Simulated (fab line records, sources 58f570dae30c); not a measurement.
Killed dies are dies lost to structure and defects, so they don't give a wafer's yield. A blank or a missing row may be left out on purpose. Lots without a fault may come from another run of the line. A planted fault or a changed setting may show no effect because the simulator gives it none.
fab line records | flow berkeley_cmos170
record lots=5 wafers=15 last_day=12
route steps=331 shown V2@294 M3@309
lots that met no fault: from a run of the same line without faults
start_h: hours from the record's first day to the start of the lot's first wafer shown | wait_h: hours since the lot's step before | " the same as in the row above | L1.1+2: a row that stands for several wafers | - no value, or no start given | * or withheld: withheld | < > ~ a bound
route shown NAME@n: a module of which the file shows steps, and the number in the route of the first | usual: mean/standard deviation of fault-free wafers | same: alike in all rows | chamber/n: place in a boat | sites: the reading at each site | _std_site: their standard deviation | _edge_site: outer sites' mean less inner sites' | radius_mm: how far each site lies from the wafer's centre | mask NAME#n: copy n | behind: the tool/chamber that last shaped the wafer | hold: why the lot was held/for how many hours/how that ended | device: the transistor (n, p or np) that didn't switch | end of line: the same wafers' tests at the end of the route | a step without rows: its recipe alone | killed: dies lost to structure and defects at the first sort, not the wafer's yield | map: a wafer's dies, x killed, . not, _ none there
set.NAME: the setting as run; set.NAME@STEP: as run at that earlier step | model.NAME: the simulator's own value behind a step, which no gauge read
lots at some steps of the route; a table a step, a row a wafer
services: from which hour (start_h, from the record's first day; less than 0 if before it) a tool's chamber was out of use, for how many hours, and why
## steps
# step UCB170_V2_CMP_02
# recipe material=SiO2 down_force_psi=6 platen_rpm=60 pad_velocity_m_s=0.75398
# usual motor_current_A=15.9/1.9
# columns lot.wafer tool chamber start_h wait_h motor_current_A
L082.3 cmp-01 3 223.77 0.1 16.4
L082.1 " 0 " " 14.6
L082.6 " 2 " " 16.2
L086.1 cmp-01 2 254.37 0.1 15.9
L086.5 " 2 " " 16.2
L086.6 " 3 " " 15.6
L084.3 cmp-01 3 255.84 0.0 16.0
L084.1 " 1 " " 16.5
L084.2 " 2 " " 15.9
L089.4 cmp-01 2 265.98 0.0 15.6
L089.2 " 1 " " 16.2
L089.5 " 3 " " 15.7
L090.1 cmp-01 2 272.86 0.1 17.1
L090.6 " 0 " " 13.8
L090.5 " 1 " " 16.5
# step UCB170_V2_BOW_MEAS_03
# recipe mode=bow
# usual V2_BOW=35/7.2
# columns lot.wafer tool chamber start_h wait_h V2_BOW[um]
L082.1 film_metro-04 - 223.97 0.1 45
L082.3 " - " " 42
L082.6 " - " " 46
L086.1 film_metro-01 - 254.67 0.2 46
L086.5 " - " " 33
L086.6 " - " " 43
L084.1 film_metro-01 - 256.14 0.1 37
L084.2 " - " " 30
L084.3 " - " " 29
L089.2 film_metro-04 - 266.30 0.1 28
L089.4 " - " " 20
L089.5 " - " " 35
L090.1 film_metro-04 - 273.06 0.1 38
L090.5 " - " " 36
L090.6 " - " " 27
# step UCB170_V2_THK_MEAS_04
# recipe reads=SiO2_of_V2_CVD_00
# usual V2_POLISHED_THK=1000.1/1.3
# columns lot.wafer tool chamber start_h wait_h V2_POLISHED_THK[nm]
L082.1 film_metro-04 - 224.09 0.1 999.3
L082.3 " - " " 1000.7
L082.6 " - " " 1003.8
L086.1 film_metro-01 - 254.79 0.1 1000.3
L086.5 " - " " 1001.4
L086.6 " - " " 999.8
L084.1 film_metro-01 - 256.26 0.1 1001.5
L084.2 " - " " 1002.3
L084.3 " - " " 998.9
L089.2 film_metro-04 - 266.41 0.1 1001.6
L089.4 " - " " 1000.3
L089.5 " - " " 1001.2
L090.1 film_metro-04 - 273.18 0.1 1002.1
L090.5 " - " " 1001.1
L090.6 " - " " 999.9
# step UCB170_V2_CLEAN_05
# recipe chemistry=DIW
# columns lot.wafer tool chamber start_h wait_h
L082.1+3+6 wet_bench-02 3 224.15 0.1
L086.1+5+6 wet_bench-01 3 254.85 0.1
L084.1+2+3 wet_bench-02 1 256.48 0.2
L089.2+4+5 wet_bench-02 2 266.46 0.0
L090.1+5+6 wet_bench-04 1 273.24 0.1
# step UCB170_V2_HMDS_06
# recipe prime_time_s=60 prime_temp_c=100
# usual chill_plate_temp_C=23.01/0.12
# columns lot.wafer tool chamber start_h wait_h chill_plate_temp_C
L082.1 litho_track-01 0 224.32 0.0 23.14
L082.3 " 0 " " 23.02
L082.6 " 0 " " 23.05
L086.1 litho_track-01 0 255.70 0.7 22.97
L086.5 " 0 " " 23.03
L086.6 " 0 " " 23.18
L084.1 litho_track-01 0 256.88 0.2 22.99
L084.2 " 0 " " 22.86
L084.3 " 0 " " 22.97
L089.2 litho_track-03 0 267.09 0.2 23.18
L089.4 " 0 " " 22.98
L089.5 " 0 " " 22.90
L090.1 litho_track-03 0 273.41 0.0 22.73
L090.5 " 0 " " 22.85
L090.6 " 0 " " 22.90
# step UCB170_V2_COAT_07
# recipe resist=KrF spin_rpm=1500 resist_thk_nm=900
# usual chill_plate_temp_C=23.00/0.1 dispense_pressure_kPa=51/4.6
# columns lot.wafer tool chamber start_h wait_h chill_plate_temp_C dispense_pressure_kPa
L082.1 litho_track-01 0 224.47 0.1 22.96 50
L082.3 " 0 " " 23.02 50
L082.6 " 0 " " 22.91 50
L086.1 litho_track-01 0 255.85 0.1 23.15 50
L086.5 " 0 " " 23.10 50
L086.6 " 0 " " 23.19 50
L084.1 litho_track-01 0 257.03 0.1 23.07 50
L084.2 " 0 " " 22.90 50
L084.3 " 0 " " 22.92 50
L089.2 litho_track-03 0 267.24 0.1 22.99 57
L089.4 " 0 " " 22.94 57
L089.5 " 0 " " 23.05 57
L090.1 litho_track-03 0 273.56 0.1 23.10 57
L090.5 " 0 " " 23.02 57
L090.6 " 0 " " 23.07 57
# step UCB170_V2_SOFTBAKE_08
# recipe resist=KrF temp_c=130 time_s=60
# usual chill_plate_temp_C=23.00/0.099
# same time_s=60
# columns lot.wafer tool chamber start_h wait_h chill_plate_temp_C
L082.1 litho_track-01 0 224.62 0.1 23.01
L082.3 " 0 " " 23.04
L082.6 " 0 " " 22.99
L086.1 litho_track-01 0 256.00 0.1 23.03
L086.5 " 0 " " 22.93
L086.6 " 0 " " 23.10
L084.1 litho_track-01 0 257.18 0.1 22.87
L084.2 " 0 " " 22.88
L084.3 " 0 " " 22.89
L089.2 litho_track-03 0 267.39 0.1 22.95
L089.4 " 0 " " 22.88
L089.5 " 0 " " 22.96
L090.1 litho_track-03 0 273.71 0.1 22.86
L090.5 " 0 " " 23.01
L090.6 " 0 " " 23.12
# step UCB170_V2_EXPOSE_09
# recipe mask_id=VIA2 target_cd_nm=700 na=0.5 sigma_outer=0.6 source_shape=conventional dose_mj=37
# usual stage_vel_mm_s=500.00/0.26
# columns lot.wafer tool chamber start_h wait_h mask stage_vel_mm_s
L082.1 krf_scanner-02 0 224.77 0.1 VIA2#0 500.15
L082.3 " 0 " " VIA2#0 499.38
L082.6 " 0 " " VIA2#0 499.74
L086.1 krf_scanner-01 0 256.15 0.1 VIA2#0 500.13
L086.5 " 0 " " VIA2#0 500.04
L086.6 " 0 " " VIA2#0 500.40
L084.1 krf_scanner-01 0 257.33 0.1 VIA2#0 499.81
L084.2 " 0 " " VIA2#0 500.16
L084.3 " 0 " " VIA2#0 500.13
L089.2 krf_scanner-01 0 267.53 0.1 VIA2#0 500.13
L089.4 " 0 " " VIA2#0 500.32
L089.5 " 0 " " VIA2#0 500.06
L090.1 krf_scanner-01 0 273.86 0.1 VIA2#0 499.98
L090.5 " 0 " " VIA2#0 499.78
L090.6 " 0 " " VIA2#0 500.12
# step UCB170_V2_PEB_10
# recipe peb_temp_c=130 peb_time_s=withheld resist=KrF
# usual chill_plate_temp_C=23.01/0.096
# columns lot.wafer tool chamber start_h wait_h chill_plate_temp_C
L082.1 litho_track-04 0 224.89 0.1 22.96
L082.3 " 0 " " 22.93
L082.6 " 0 " " 23.11
L086.1 litho_track-03 0 256.33 0.2 23.03
L086.5 " 0 " " 23.06
L086.6 " 0 " " 23.16
L084.1 litho_track-04 0 257.72 0.4 22.95
L084.2 " 0 " " 22.94
L084.3 " 0 " " 22.92
L089.2 litho_track-03 0 267.66 0.1 22.98
L089.4 " 0 " " 23.01
L089.5 " 0 " " 22.96
L090.1 litho_track-03 0 273.98 0.1 22.96
L090.5 " 0 " " 22.91
L090.6 " 0 " " 22.93
# step UCB170_V2_DEVELOP_11
# recipe developer=TMAH develop_time_s=45 resist=KrF dev_temp_c=21
# usual chill_plate_temp_C=23.00/0.1 developer_temp_C=20.99/0.11
# columns lot.wafer tool chamber start_h wait_h chill_plate_temp_C developer_temp_C
L082.1 litho_track-04 0 - - 23.12 20.94
L082.3 " 0 " " 23.09 21.00
L082.6 " 0 " " 23.12 20.89
L086.1 litho_track-03 0 - - 22.97 20.86
L086.5 " 0 " " 23.13 20.93
L086.6 " 0 " " 23.01 20.89
L084.1 litho_track-04 0 - - 22.81 21.07
L084.2 " 0 " " 23.13 21.23
L084.3 " 0 " " 22.95 21.09
L089.2 litho_track-03 0 - - 22.97 21.03
L089.4 " 0 " " 22.96 21.10
L089.5 " 0 " " 22.99 21.07
L090.1 litho_track-03 0 - - 23.18 20.85
L090.5 " 0 " " 23.19 20.95
L090.6 " 0 " " 23.10 21.05
# step UCB170_V2_CD_MEAS_12
# recipe target_cd_nm=700
# usual cd_nm=700.3/1.5
# columns lot.wafer tool chamber start_h wait_h cd_nm
L082.1 cd_sem-02 - 225.16 - 699.6
L082.3 " - " " 699.4
L082.6 " - " " 700.2
L086.1 cd_sem-01 - 256.61 - 699.3
L086.5 " - " " 699.9
L086.6 " - " " 699.6
L084.1 cd_sem-02 - 257.99 - 700.4
L084.2 " - " " 700.3
L084.3 " - " " 699.2
L089.2 cd_sem-02 - 267.93 - 697.5
L089.4 " - " " 697.8
L089.5 " - " " 698.7
L090.1 cd_sem-02 - 274.25 - 703.5
L090.5 " - " " 702.3
L090.6 " - " " 703.2
# step UCB170_V2_OVL_MEAS_13
# usual V2_OVL=-1/4.6
# columns lot.wafer tool chamber start_h wait_h V2_OVL[nm]
L082.1 overlay-02 - 225.28 0.1 -5
L082.3 " - " " -3
L082.6 " - " " -10
L086.1 overlay-01 - 256.73 0.1 -6
L086.5 " - " " -5
L086.6 " - " " -11
L084.1 overlay-01 - 258.11 0.1 -3
L084.2 " - " " -13
L084.3 " - " " 4
L089.2 overlay-01 - 268.03 0.1 6
L089.4 " - " " -2
L089.5 " - " " 4
L090.1 overlay-02 - 274.37 0.1 3
L090.5 " - " " 2
L090.6 " - " " 9
# step UCB170_V2_ETCH_14
# recipe chemistry=CHF3/CF4/Ar target=SiO2 stop_on=Al CHF3_flow_sccm=45 cf4_flow_sccm=15 Ar_flow_sccm=150 pressure_mtorr=200 rf_w=700 target_depth_a=12500 over_etch_frac=0.25 time_s=291
# usual drypump_motor_current_A=5.6/0.35 oes_product_au=0.879/0.015 throttle_valve_pct=6.95/0.15
# same time_s=291
# columns lot.wafer tool chamber start_h wait_h drypump_motor_current_A oes_product_au rf_hours_counter_h throttle_valve_pct
L082.1 rie_diel-02 3 225.32 0.0 4.7 0.877 36 7.07
L082.3 " 1 " " 6.0 0.885 114 7.03
L082.6 " 3 " " 4.7 0.872 - 7.05
L086.1 rie_diel-03 3 256.76 0.0 5.6 0.890 79 6.75
L086.5 " 1 " " 5.7 0.875 - 6.90
L086.6 " 0 " " 5.0 0.865 - 7.09
L084.1 rie_diel-04 3 258.15 0.0 5.8 0.886 120 7.15
L084.2 " 2 " " 5.9 0.895 23 6.80
L084.3 " 1 " " 5.5 0.864 2 7.06
L089.2 rie_diel-02 2 268.06 0.0 5.8 0.864 128 6.73
L089.4 " 3 " " 4.7 0.865 39 7.06
L089.5 " 3 " " 4.7 0.860 - 7.07
L090.1 rie_diel-04 3 274.41 0.0 5.8 0.882 121 7.17
L090.5 " 3 " " 5.8 0.892 - 7.15
L090.6 " 2 " " 5.9 0.895 - 6.80
# step UCB170_V2_STRIP_15
# recipe chemistry=O2 power_w=400 pressure_mtorr=3500 platen_temp_c=withheld o2_flow_sccm=400 overash_fraction=0.5
# usual drypump_motor_current_A=5.8/0.38 oes_product_au=0.722/0.0044 strip_time_to_endpoint_s=15.39/0.15
# columns lot.wafer tool chamber start_h wait_h drypump_motor_current_A oes_product_au rf_hours_counter_h strip_time_to_endpoint_s
L082.1 plasma_asher-02 1 225.50 0.1 4.9 0.722 46 15.24
L082.3 " 1 " " 4.8 0.723 - 15.51
L082.6 " 0 " " 5.9 0.722 - 15.37
L086.1 plasma_asher-01 1 256.94 0.1 5.9 0.716 16 15.39
L086.5 " 0 " " 6.0 0.715 - 15.38
L086.6 " 1 " " 5.9 0.716 - 15.53
L084.1 plasma_asher-04 0 258.32 0.1 5.7 0.722 53 15.55
L084.2 " 1 " " 6.3 0.720 53 15.31
L084.3 " 1 " " 6.3 0.729 - 15.32
L089.2 plasma_asher-01 0 268.24 0.1 5.9 0.723 17 15.26
L089.4 " 1 " " 5.9 0.722 - 15.36
L089.5 " 1 " " 5.9 0.713 - 15.41
L090.1 plasma_asher-01 0 274.59 0.1 6.0 0.722 18 15.64
L090.5 " 0 " " 6.0 0.727 - 15.64
L090.6 " 1 " " 5.9 0.720 - 15.32
# step UCB170_V2_CD_MEAS_90
# recipe target_cd_nm=700
# usual cd_nm=700.6/1.7
# columns lot.wafer tool chamber start_h wait_h cd_nm
L082.1 cd_sem-01 - 225.60 0.1 699.5
L082.3 " - " " 699.6
L082.6 " - " " 700.0
L086.1 cd_sem-02 - 257.04 0.1 698.7
L086.5 " - " " 700.6
L086.6 " - " " 699.2
L084.1 cd_sem-02 - 258.42 0.1 701.1
L084.2 " - " " 701.6
L084.3 " - " " 700.2
L089.2 cd_sem-01 - 268.36 0.1 698.4
L089.4 " - " " 699.0
L089.5 " - " " 698.9
L090.1 cd_sem-01 - 274.69 0.1 703.2
L090.5 " - " " 701.6
L090.6 " - " " 703.4
# step UCB170_M3_PRE_CLEAN_00
# recipe gas=Ar preclean_etch_time_s=60
# columns lot.wafer tool chamber start_h wait_h
L082.1+3+6 pvd_sputter-03 - 225.72 0.1
L086.1+5+6 pvd_sputter-01 - 257.16 0.1
L084.1+2+3 pvd_sputter-03 - 258.54 0.1
L089.2+4+5 pvd_sputter-02 - 268.46 0.1
L090.1+5+6 pvd_sputter-01 - 274.81 0.1
# step UCB170_M3_SPUTTER_01
# recipe material=Al target_thk_nm=900 time_s=120 power_w=6000 chamber_pressure_pa=0.5
# usual cathode_dc_power_W=6000.0/1.1 throttle_valve_pct=30.1/0.84
# same time_s=120
# columns lot.wafer tool chamber start_h wait_h cathode_dc_power_W throttle_valve_pct
L082.1 pvd_sputter-03 - 225.79 0.0 6001.7 30.8
L082.3 " - " " 6000.6 28.1
L082.6 " - " " 5999.9 30.3
L086.1 pvd_sputter-01 - 257.23 0.0 6000.0 30.6
L086.5 " - " " 5999.3 30.5
L086.6 " - " " 5999.9 30.1
L084.1 pvd_sputter-03 - 258.61 0.0 5999.7 30.9
L084.2 " - " " 5999.4 30.5
L084.3 " - " " 6000.5 31.8
L089.2 pvd_sputter-02 - 268.53 0.0 5999.5 30.2
L089.4 " - " " 6002.5 29.5
L089.5 " - " " 5999.7 30.2
L090.1 pvd_sputter-01 - 274.88 0.0 5999.2 29.4
L090.5 " - " " 6001.9 30.2
L090.6 " - " " 6000.9 30.4
# step UCB170_M3_RS_MEAS_02
# recipe thk_meas_gauge=four-point-probe reads=Al_of_M3_SPUTTER_01
# usual M3_AL_RS=0.0322/0.00041
# columns lot.wafer tool chamber start_h wait_h M3_AL_RS[ohm/sq]
L082.1 film_metro-02 - 225.87 0.0 0.0322
L082.3 " - " " 0.0324
L082.6 " - " " 0.0321
L086.1 film_metro-01 - 257.31 0.0 0.0326
L086.5 " - " " 0.0319
L086.6 " - " " 0.0319
L084.1 film_metro-01 - 258.69 0.0 0.0321
L084.2 " - " " 0.0323
L084.3 " - " " 0.0322
L089.2 film_metro-03 - 268.63 0.1 0.0315
L089.4 " - " " 0.0325
L089.5 " - " " 0.0315
L090.1 film_metro-01 - 274.96 0.0 0.0324
L090.5 " - " " 0.0322
L090.6 " - " " 0.0321
# step UCB170_M3_THK_MEAS_03
# recipe thk_meas_gauge=xrf reads=Al_of_M3_SPUTTER_01
# usual M3_AL_THK=880/13
# columns lot.wafer tool chamber start_h wait_h M3_AL_THK[nm]
L082.1 film_metro-02 - 225.99 0.1 884
L082.3 " - " " 873
L082.6 " - " " 891
L086.1 film_metro-01 - 257.43 0.1 872
L086.5 " - " " 882
L086.6 " - " " 883
L084.1 film_metro-01 - 258.81 0.1 879
L084.2 " - " " 877
L084.3 " - " " 882
L089.2 film_metro-03 - 268.74 0.1 897
L089.4 " - " " 873
L089.5 " - " " 894
L090.1 film_metro-01 - 275.08 0.1 880
L090.5 " - " " 872
L090.6 " - " " 874
# step UCB170_M3_HMDS_04
# recipe prime_time_s=60 prime_temp_c=100
# usual chill_plate_temp_C=23.01/0.091
# columns lot.wafer tool chamber start_h wait_h chill_plate_temp_C
L082.1 litho_track-04 0 226.11 0.1 22.96
L082.3 " 0 " " 23.13
L082.6 " 0 " " 23.11
L086.1 litho_track-02 0 257.76 0.3 23.03
L086.5 " 0 " " 22.92
L086.6 " 0 " " 23.00
L084.1 litho_track-04 0 258.87 0.1 23.02
L084.2 " 0 " " 23.15
L084.3 " 0 " " 23.03
L089.2 litho_track-04 0 269.03 0.3 23.05
L089.4 " 0 " " 23.06
L089.5 " 0 " " 23.07
L090.1 litho_track-02 0 275.14 0.1 23.14
L090.5 " 0 " " 22.91
L090.6 " 0 " " 23.11
# step UCB170_M3_COAT_05
# recipe resist=KrF spin_rpm=1500 resist_thk_nm=900
# usual chill_plate_temp_C=22.99/0.11 dispense_pressure_kPa=52/5.3
# columns lot.wafer tool chamber start_h wait_h chill_plate_temp_C dispense_pressure_kPa
L082.1 litho_track-04 0 226.26 0.1 23.16 45
L082.3 " 0 " " 23.25 45
L082.6 " 0 " " 23.19 45
L086.1 litho_track-02 0 257.91 0.1 23.02 55
L086.5 " 0 " " 22.98 55
L086.6 " 0 " " 22.95 55
L084.1 litho_track-04 0 259.02 0.1 22.96 45
L084.2 " 0 " " 22.94 45
L084.3 " 0 " " 22.88 45
L089.2 litho_track-04 0 269.18 0.1 22.92 45
L089.4 " 0 " " 23.00 45
L089.5 " 0 " " 23.04 45
L090.1 litho_track-02 0 275.29 0.1 22.95 55
L090.5 " 0 " " 22.99 55
L090.6 " 0 " " 22.82 55
# step UCB170_M3_SOFTBAKE_06
# recipe resist=KrF temp_c=130 time_s=60
# usual chill_plate_temp_C=22.99/0.091
# same time_s=60
# columns lot.wafer tool chamber start_h wait_h chill_plate_temp_C
L082.1 litho_track-04 0 226.41 0.1 23.23
L082.3 " 0 " " 23.03
L082.6 " 0 " " 23.10
L086.1 litho_track-02 0 258.06 0.1 22.99
L086.5 " 0 " " 22.88
L086.6 " 0 " " 22.89
L084.1 litho_track-04 0 259.17 0.1 22.94
L084.2 " 0 " " 22.78
L084.3 " 0 " " 22.83
L089.2 litho_track-04 0 269.33 0.1 23.11
L089.4 " 0 " " 23.04
L089.5 " 0 " " 23.09
L090.1 litho_track-02 0 275.44 0.1 22.98
L090.5 " 0 " " 23.10
L090.6 " 0 " " 22.95
# step UCB170_M3_STRIP_07
# recipe chemistry=O2 power_w=400 pressure_mtorr=3500 platen_temp_c=withheld o2_flow_sccm=400 overash_fraction=0.5
# usual drypump_motor_current_A=5.8/0.38 oes_product_au=0.735/0.0044 strip_time_to_endpoint_s=22.01/0.072
# columns lot.wafer tool chamber start_h wait_h drypump_motor_current_A oes_product_au rf_hours_counter_h strip_time_to_endpoint_s
L082.1 plasma_asher-04 0 226.56 0.1 5.7 0.733 51 22.01
L082.3 " 1 " " 6.2 0.735 - 22.00
L082.6 " 0 " " 5.7 0.731 - 22.02
L086.1 plasma_asher-01 1 258.21 0.1 5.9 0.737 16 21.86
L086.5 " 1 " " 5.9 0.733 - 21.87
L086.6 " 0 " " 6.0 0.737 - 21.94
L084.1 plasma_asher-04 1 259.32 0.1 6.2 0.729 53 21.99
L084.2 " 0 " " 5.7 0.732 53 22.07
L084.3 " 1 " " 6.3 0.729 - 22.00
L089.2 plasma_asher-01 0 269.46 0.1 6.0 0.733 17 22.08
L089.4 " 0 " " 5.9 0.740 - 22.01
L089.5 " 0 " " 6.0 0.735 - 21.99
L090.1 plasma_asher-03 0 275.59 0.1 6.1 0.731 49 21.93
L090.5 " 1 " " 5.1 0.734 - 21.96
L090.6 " 0 " " 6.1 0.731 - 21.92
# step UCB170_M3_STRIP_08
# recipe chemistry=DMSO temp_c=80 time_s=600 material=KrF
# same time_s=600
# columns lot.wafer tool chamber start_h wait_h
L082.1+3+6 wet_bench-03 1 226.66 0.1
L086.1+5+6 wet_bench-02 2 258.31 0.1
L084.1+2+3 wet_bench-02 3 259.42 0.1
L089.2+4+5 wet_bench-02 1 269.56 0.1
L090.1+5+6 wet_bench-02 2 275.69 0.1
# step UCB170_M3_COAT_09
# recipe resist=BARC temp_c=withheld time_s=withheld spin_rpm=3000 resist_thk_nm=withheld
# usual chill_plate_temp_C=* dispense_pressure_kPa=52/5.2
# columns lot.wafer tool chamber start_h wait_h chill_plate_temp_C dispense_pressure_kPa
L082.1 litho_track-04 0 227.01 0.2 * 45
L082.3 " 0 " " * 45
L082.6 " 0 " " * 45
L086.1 litho_track-02 0 258.50 0.0 * 55
L086.5 " 0 " " * 55
L086.6 " 0 " " * 55
L084.1 litho_track-03 0 259.71 0.1 * 57
L084.2 " 0 " " * 57
L084.3 " 0 " " * 57
L089.2 litho_track-04 0 269.96 0.0 * 45
L089.4 " 0 " " * 45
L089.5 " 0 " " * 45
L090.1 litho_track-04 0 275.90 0.0 * 45
L090.5 " 0 " " * 45
L090.6 " 0 " " * 45
# step UCB170_M3_COAT_10
# recipe resist=KrF spin_rpm=1500 resist_thk_nm=900
# usual chill_plate_temp_C=23.01/0.091 dispense_pressure_kPa=52/5.2
# columns lot.wafer tool chamber start_h wait_h chill_plate_temp_C dispense_pressure_kPa
L082.1 litho_track-04 0 - - 23.10 45
L082.3 " 0 " " 23.03 45
L082.6 " 0 " " 23.06 45
L086.1 litho_track-02 0 - - 22.99 55
L086.5 " 0 " " 23.08 55
L086.6 " 0 " " 23.19 55
L084.1 litho_track-03 0 - - 22.97 57
L084.2 " 0 " " 23.12 57
L084.3 " 0 " " 23.10 57
L089.2 litho_track-04 0 - - 22.93 45
L089.4 " 0 " " 22.95 45
L089.5 " 0 " " 22.94 45
L090.1 litho_track-04 0 - - 22.87 45
L090.5 " 0 " " 22.89 45
L090.6 " 0 " " 22.84 45
# step UCB170_M3_SOFTBAKE_11
# recipe resist=KrF temp_c=130 time_s=60
# usual chill_plate_temp_C=23.02/0.094
# same time_s=60
# columns lot.wafer tool chamber start_h wait_h chill_plate_temp_C
L082.1 litho_track-04 0 - - 22.96
L082.3 " 0 " " 22.88
L082.6 " 0 " " 23.00
L086.1 litho_track-02 0 - - 22.92
L086.5 " 0 " " 22.94
L086.6 " 0 " " 22.98
L084.1 litho_track-03 0 - - 22.93
L084.2 " 0 " " 23.04
L084.3 " 0 " " 22.87
L089.2 litho_track-04 0 - - 22.91
L089.4 " 0 " " 22.94
L089.5 " 0 " " 23.01
L090.1 litho_track-04 0 - - 23.17
L090.5 " 0 " " 23.08
L090.6 " 0 " " 22.88
# step UCB170_M3_EXPOSE_12
# recipe mask_id=METAL3 target_cd_nm=700 na=0.5 sigma_outer=0.6 source_shape=conventional dose_mj=26
# usual stage_vel_mm_s=499.98/0.24
# columns lot.wafer tool chamber start_h wait_h mask stage_vel_mm_s
L082.1 krf_scanner-01 0 - - METAL3#0 500.07
L082.3 " 0 " " METAL3#0 499.54
L082.6 " 0 " " METAL3#0 499.89
L086.1 krf_scanner-02 0 259.07 - METAL3#0 500.03
L086.5 " 0 " " METAL3#0 500.18
L086.6 " 0 " " METAL3#0 499.82
L084.1 krf_scanner-02 0 260.31 - METAL3#0 499.87
L084.2 " 0 " " METAL3#0 500.19
L084.3 " 0 " " METAL3#0 499.81
L089.2 krf_scanner-02 0 270.41 - METAL3#0 499.79
L089.4 " 0 " " METAL3#0 499.81
L089.5 " 0 " " METAL3#0 499.75
L090.1 krf_scanner-02 0 276.45 - METAL3#0 500.25
L090.5 " 0 " " METAL3#0 500.20
L090.6 " 0 " " METAL3#0 500.07
# step UCB170_M3_PEB_13
# recipe peb_temp_c=130 peb_time_s=withheld resist=KrF
# usual chill_plate_temp_C=23.02/0.12
# columns lot.wafer tool chamber start_h wait_h chill_plate_temp_C
L082.1 litho_track-03 0 - - 23.15
L082.3 " 0 " " 23.20
L082.6 " 0 " " 23.10
L086.1 litho_track-02 0 259.19 0.1 23.01
L086.5 " 0 " " 23.22
L086.6 " 0 " " 23.15
L084.1 litho_track-04 0 260.58 0.3 22.97
L084.2 " 0 " " 22.95
L084.3 " 0 " " 22.83
L089.2 litho_track-03 0 270.53 0.1 23.14
L089.4 " 0 " " 23.03
L089.5 " 0 " " 23.03
L090.1 litho_track-04 0 276.80 0.3 22.98
L090.5 " 0 " " 23.00
L090.6 " 0 " " 22.98
# step UCB170_M3_DEVELOP_14
# recipe developer=TMAH develop_time_s=45 resist=KrF dev_temp_c=21
# usual chill_plate_temp_C=23.02/0.11 developer_temp_C=20.99/0.12
# columns lot.wafer tool chamber start_h wait_h chill_plate_temp_C developer_temp_C
L082.1 litho_track-03 0 - - 22.85 21.02
L082.3 " 0 " " 22.83 20.92
L082.6 " 0 " " 23.00 20.95
L086.1 litho_track-02 0 - - 23.04 21.14
L086.5 " 0 " " 22.93 20.91
L086.6 " 0 " " 22.97 21.01
L084.1 litho_track-04 0 - - 22.99 20.94
L084.2 " 0 " " 22.89 21.01
L084.3 " 0 " " 23.07 20.90
L089.2 litho_track-03 0 - - 23.07 21.05
L089.4 " 0 " " 22.95 20.94
L089.5 " 0 " " 23.22 20.87
L090.1 litho_track-04 0 - - 23.03 21.05
L090.5 " 0 " " 23.05 20.92
L090.6 " 0 " " 22.94 21.07
# step UCB170_M3_CD_MEAS_15
# recipe target_cd_nm=700
# usual cd_nm=699.6/1.5
# columns lot.wafer tool chamber start_h wait_h cd_nm
L082.1 cd_sem-02 - 228.84 - 703.8
L082.3 " - " " 701.9
L082.6 " - " " 702.7
L086.1 cd_sem-02 - 259.46 - 701.2
L086.5 " - " " 700.9
L086.6 " - " " 699.4
L084.1 cd_sem-02 - 260.86 - 699.1
L084.2 " - " " 699.7
L084.3 " - " " 699.3
L089.2 cd_sem-02 - 270.80 - 700.4
L089.4 " - " " 699.4
L089.5 " - " " 698.0
L090.1 cd_sem-02 - 277.07 - 698.9
L090.5 " - " " 699.6
L090.6 " - " " 699.3
# step UCB170_M3_OVL_MEAS_16
# usual M3_OVL=-1/6.1
# columns lot.wafer tool chamber start_h wait_h M3_OVL[nm]
L082.1 overlay-01 - 228.96 0.1 -8
L082.3 " - " " 2
L082.6 " - " " -6
L086.1 overlay-02 - 259.58 0.1 -2
L086.5 " - " " -1
L086.6 " - " " -3
L084.1 overlay-01 - 260.98 0.1 -6
L084.2 " - " " -8
L084.3 " - " " -10
L089.2 overlay-01 - 270.91 0.1 3
L089.4 " - " " 2
L089.5 " - " " 2
L090.1 overlay-02 - 277.19 0.1 -6
L090.5 " - " " -9
L090.6 " - " " -5
# step UCB170_M3_ETCH_17
# recipe chemistry=N2/H2 target_depth_a=withheld overetch_a=withheld target=BARC time_s=withheld source_w=500 bias_w=100 pressure_mtorr=30 n2_flow_sccm=100 h2_flow_sccm=200
# usual drypump_motor_current_A=5.7/0.32 oes_product_au=1.01/0.03 throttle_valve_pct=13.32/0.23
# columns lot.wafer tool chamber start_h wait_h drypump_motor_current_A oes_product_au throttle_valve_pct
L082.1 rie_diel-04 2 229.00 0.0 5.9 1.04 13.15
L082.3 " 3 " " 5.8 0.99 13.77
L082.6 " 2 " " 5.9 1.04 13.15
L086.1 rie_diel-03 3 259.62 0.0 5.6 1.04 13.05
L086.5 " 1 " " 5.6 1.03 13.17
L086.6 " 0 " " 5.1 0.96 13.32
L084.1 rie_diel-01 1 261.01 0.0 6.2 1.03 13.14
L084.2 " 2 " " 6.3 0.97 13.15
L084.3 " 3 " " 5.8 1.01 13.46
L089.2 rie_diel-04 2 270.94 0.0 5.9 1.04 13.14
L089.4 " 1 " " 5.5 1.00 13.54
L089.5 " 3 " " 5.8 0.99 13.77
L090.1 rie_diel-04 2 277.23 0.0 5.9 1.04 13.15
L090.5 " 1 " " 5.5 0.99 13.55
L090.6 " 2 " " 5.9 1.05 13.14
## services
# columns tool chamber start_h hours kind
plasma_asher-02 - 202.57 0.9 repair
rie_diel-04 1 206.47 - clean
rie_diel-04 1 206.47 18.2 scheduled_down
rie_diel-02 3 208.87 11.3 repair
pvd_sputter-02 - 212.16 1.3 repair
rie_diel-01 3 219.54 2.0 repair
plasma_asher-02 - 219.56 1.9 repair
rie_diel-04 3 219.85 9.1 repair
plasma_asher-03 - 225.32 1.9 repair
cmp-01 - 231.89 6.5 pm
rie_diel-01 - 233.41 0.3 repair
plasma_asher-04 - 233.98 8.0 repair
cmp-01 - 238.40 4.0 pm
plasma_asher-02 - 239.02 1.0 repair
krf_scanner-01 - 241.31 2.0 repair
wet_bench-03 - 242.32 3.8 repair
rie_diel-04 1 243.69 2.0 repair
cmp-01 - 248.66 1.8 repair
krf_scanner-02 - 253.80 1.3 pm
pvd_sputter-03 - 267.00 1.9 repair
krf_scanner-01 - 270.84 1.3 pm
rie_diel-02 - 271.46 0.9 repair
rie_diel-03 3 271.65 7.4 repair
krf_scanner-01 - 275.52 4.8 repair
## key
fault none
